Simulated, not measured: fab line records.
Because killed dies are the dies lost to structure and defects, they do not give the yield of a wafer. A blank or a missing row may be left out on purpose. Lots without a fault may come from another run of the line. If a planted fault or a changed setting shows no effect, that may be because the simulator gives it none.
What tool caused it? | flow rit_cmos | 14 lots with 42 wafers sampled at 5 steps, on a route of 202 steps

== WHAT EACH GAUGE READ, for each wafer ==
RIT_FOX2_THK_MEAS_01.
lot  | measured    | on            | FOX2_OXIDE_THK (nm)
L535 | day 1 18:43 | film_metro-04 | 326 327 324
L536 | day 1 23:29 | film_metro-04 | 351 346 350
L537 | day 2 04:39 | film_metro-03 | 352 352 350
L538 | day 2 10:04 | film_metro-04 | 356 357 363
L543 | day 3 12:05 | film_metro-03 | 412 415 416
L544 | day 3 15:31 | film_metro-04 | 356 357 358
L546 | day 4 02:53 | film_metro-04 | 346 350 350
L547 | day 4 06:29 | film_metro-01 | 400 397 398
L549 | day 4 16:28 | film_metro-03 | 346 347 348
L550 | day 4 23:34 | film_metro-01 | 352 347 348
L553 | day 5 12:22 | film_metro-04 | 358 352 365
L554 | day 5 17:43 | film_metro-04 | 349 350 348
L555 | day 5 23:22 | film_metro-04 | 347 344 348
L556 | day 6 04:13 | film_metro-01 | 351 362 356

RIT_FOX2_THK_MEAS_90.
lot  | measured    | on            | FIELD_OXIDE_LEFT_1_THK (nm)
L535 | day 1 19:36 | film_metro-04 | 298 300 297
L536 | day 2 00:22 | film_metro-03 | 323 319 322
L537 | day 2 05:32 | film_metro-03 | 325 325 322
L538 | day 2 11:43 | film_metro-01 | 329 329 336
L543 | day 3 12:58 | film_metro-01 | 385 388 389
L544 | day 3 16:24 | film_metro-01 | 328 330 330
L546 | day 4 03:46 | film_metro-04 | 319 324 323
L547 | day 4 07:26 | film_metro-04 | 373 370 371
L549 | day 4 17:21 | film_metro-01 | 318 319 320
L550 | day 5 00:35 | film_metro-03 | 325 320 322
L553 | day 5 13:14 | film_metro-01 | 330 325 338
L554 | day 5 18:35 | film_metro-04 | 321 322 321
L555 | day 6 00:14 | film_metro-04 | 320 318 321
L556 | day 6 05:05 | film_metro-03 | 323 334 327

RIT_PRETRO_OVL_MEAS_06.
lot  | measured    | on         | PRETRO_OVL (nm)
L535 | day 2 07:23 | overlay-02 | 0.2 -2.1 -2.7
L536 | day 2 11:25 | overlay-02 | -4.9 -1.1 -1.2
L537 | day 2 16:41 | overlay-01 | 1.5 0.4 0.9
L538 | day 2 23:27 | overlay-02 | -0.4 -0.8 -0.8
L543 | day 4 00:34 | overlay-01 | 2.4 0.5 1.7
L544 | day 4 03:41 | overlay-02 | 1.4 1.6 3.3
L546 | day 4 15:29 | overlay-02 | 1.7 2.1 -0.3
L547 | day 4 18:40 | overlay-02 | 0.2 0.2 -3.5
L549 | day 5 04:52 | overlay-02 | -1.3 0.0 -1.3
L550 | day 5 11:52 | overlay-01 | 1.5 2.0 4.3
L553 | day 6 00:24 | overlay-01 | 1.1 1.7 -1.2
L554 | day 6 05:41 | overlay-01 | 0.6 -0.6 0.0
L555 | day 6 11:28 | overlay-02 | -2.0 -3.1 -1.2
L556 | day 6 16:14 | overlay-02 | 1.7 1.3 2.9

RIT_FOX2_THK_MEAS_91.
lot  | measured    | on            | FIELD_OXIDE_LEFT_2_THK (nm)
L535 | day 2 08:30 | film_metro-01 | 230 231 228
L536 | day 2 12:32 | film_metro-03 | 256 251 254
L537 | day 2 17:49 | film_metro-01 | 257 257 255
L538 | day 3 00:34 | film_metro-01 | 260 261 267
L543 | day 4 01:40 | film_metro-04 | 317 319 321
L544 | day 4 04:47 | film_metro-03 | 261 262 263
L546 | day 4 16:40 | film_metro-04 | 251 256 255
L547 | day 4 19:48 | film_metro-03 | 306 303 304
L549 | day 5 06:02 | film_metro-01 | 251 251 252
L550 | day 5 12:59 | film_metro-04 | 258 253 254
L553 | day 6 01:31 | film_metro-04 | 262 257 269
L554 | day 6 06:47 | film_metro-03 | 254 255 253
L555 | day 6 12:34 | film_metro-01 | 252 250 254
L556 | day 6 17:22 | film_metro-04 | 255 266 259

== WHICH TOOL RAN EACH LOT (tool, then ch and the chambers of the sampled wafers, then the start) ==
lot  | RIT_FOX2_OXIDATION_00
L535 | furnace-03 ch 0, day 1 17:23
L536 | furnace-03 ch 0, day 1 22:11
L537 | furnace-02 ch 0, day 2 03:19
L538 | furnace-02 ch 0, day 2 08:44
L543 | furnace-03 ch 0, day 3 10:44
L544 | furnace-02 ch 0, day 3 14:11
L546 | furnace-02 ch 0, day 4 01:34
L547 | furnace-03 ch 0, day 4 05:10
L549 | furnace-04 ch 0, day 4 15:08
L550 | furnace-04 ch 0, day 4 22:16
L553 | furnace-02 ch 0, day 5 11:03
L554 | furnace-02 ch 0, day 5 16:24
L555 | furnace-02 ch 0, day 5 22:03
L556 | furnace-04 ch 0, day 6 02:52
- RIT_FOX2_OXIDATION_00: target thk 350.7 nm, ox time 1130 s.

== WHAT THE TOOLS THEMSELVES READ (means of the sampled wafers that have a number; where no wafer has one, the mark that the record gives instead) ==
RIT_FOX2_OXIDATION_00.
lot  | tool       | spike_tc_centre_C (C) | spike_tc_load_C (C) | spike_tc_source_C (C) | tube_center_temp_C (C) | tube_center_temp_C_max | zone_power_source_pct (%)
L535 | furnace-03 | 1103.7                | 1125                | 1126.8                | 1100                   | 1102.6                 | 42.4
L536 | furnace-03 | 1102.9                | 1126                | 1125.5                | 1100                   | 1103.4                 | 42.7
L537 | furnace-02 | 1101.5                | 1131                | 1119.8                | 1100                   | 1102.7                 | 47.4
L538 | furnace-02 | 1102.1                | 1133                | 1121.9                | 1100                   | 1102.4                 | 47.7
L543 | furnace-03 | 1137.3                | 1159                | 1160.4                | 1133                   | 1136.2                 | 45.4
L544 | furnace-02 | 1101.9                | 1131                | 1121.6                | 1100                   | 1102.7                 | 47.9
L546 | furnace-02 | 1102.2                | 1132                | 1119.5                | 1100                   | 1102.8                 | 47.9
L547 | furnace-03 | 1137.8                | 1159                | 1160.6                | 1134                   | 1136.4                 | 45.5
L549 | furnace-04 | 1103.3                | 1128                | 1126.5                | 1100                   | 1103.1                 | 41.6
L550 | furnace-04 | 1104.6                | 1127                | 1126.5                | 1100                   | 1103.0                 | 41.6
L553 | furnace-02 | 1102.8                | 1131                | 1119.8                | 1100                   | 1102.5                 | 47.8
L554 | furnace-02 | 1102.2                | 1132                | 1121.1                | 1100                   | 1102.6                 | 47.6
L555 | furnace-02 | 1103.1                | 1131                | 1119.8                | 1100                   | 1102.5                 | 47.7
L556 | furnace-04 | 1102.7                | 1128                | 1126.9                | 1100                   | 1102.8                 | 41.8

== THE ANSWER, worked out from the rows above alone ==
Rule: what is usual is taken from the lots themselves. The widest of any qualifying gaps counts: lots, ordered by their means at a reading, are off when they make up no more than a third of the lots, leave a main group of 4 or more, and stand apart from it by 3 or more times the standard deviation of that group's means. The tables above print the reading to a certain number of digits; a main group whose means all agree to those digits is not used. Also off: a lot with no number at a reading for which 4 or more lots have one. Where the step has rows for the other lots, those lots are counted as sound. After the gauges, taken in route order, come the tools' own readings; for these a lot's mean is taken, as printed above. At the first step where some lot is off, the reading lying furthest off is the one used; lots without a number count as furthest.
Off: L543, L547, seen at RIT_FOX2_THK_MEAS_01 (FOX2_OXIDE_THK). The main group: mean 350 nm, standard deviation 8.4.
If a tool, at a process step before that reading, ran all the lots that are off and no sound lot after the first of them, it fits. The gauges at RIT_FOX2_THK_MEAS_01 aren't tried: what is off there is off at RIT_FOX2_OXIDATION_00 too, on other tools, and a gauge's error can't cause that. One fits: furnace-03 at RIT_FOX2_OXIDATION_00. Its last sound lot is L536 (day 1 22:11), its first lot that is off L543 (day 3 10:44): a fault that began between those two fits.
The tool's own readings at RIT_FOX2_OXIDATION_00 bear it out: on the lots that are off they differ by more than 5 times the standard deviation of the sound lots' means. spike_tc_centre_C reads 1137.5 C there against 1102.8 C on the sound lots; spike_tc_load_C reads 1159 C there against 1130 C on the sound lots; spike_tc_source_C reads 1160.5 C there against 1123.0 C on the sound lots; tube_center_temp_C reads 1134 C there against 1100 C on the sound lots; tube_center_temp_C_max reads 1136.3 there against 1102.8 on the sound lots.

== WHAT WAS PUT IN BY THE SIMULATOR ==
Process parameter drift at RIT_FOX2_OXIDATION_00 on furnace-03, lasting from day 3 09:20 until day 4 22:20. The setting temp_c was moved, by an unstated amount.
Shown lots that were struck: L543, L547. The rule above found the same.
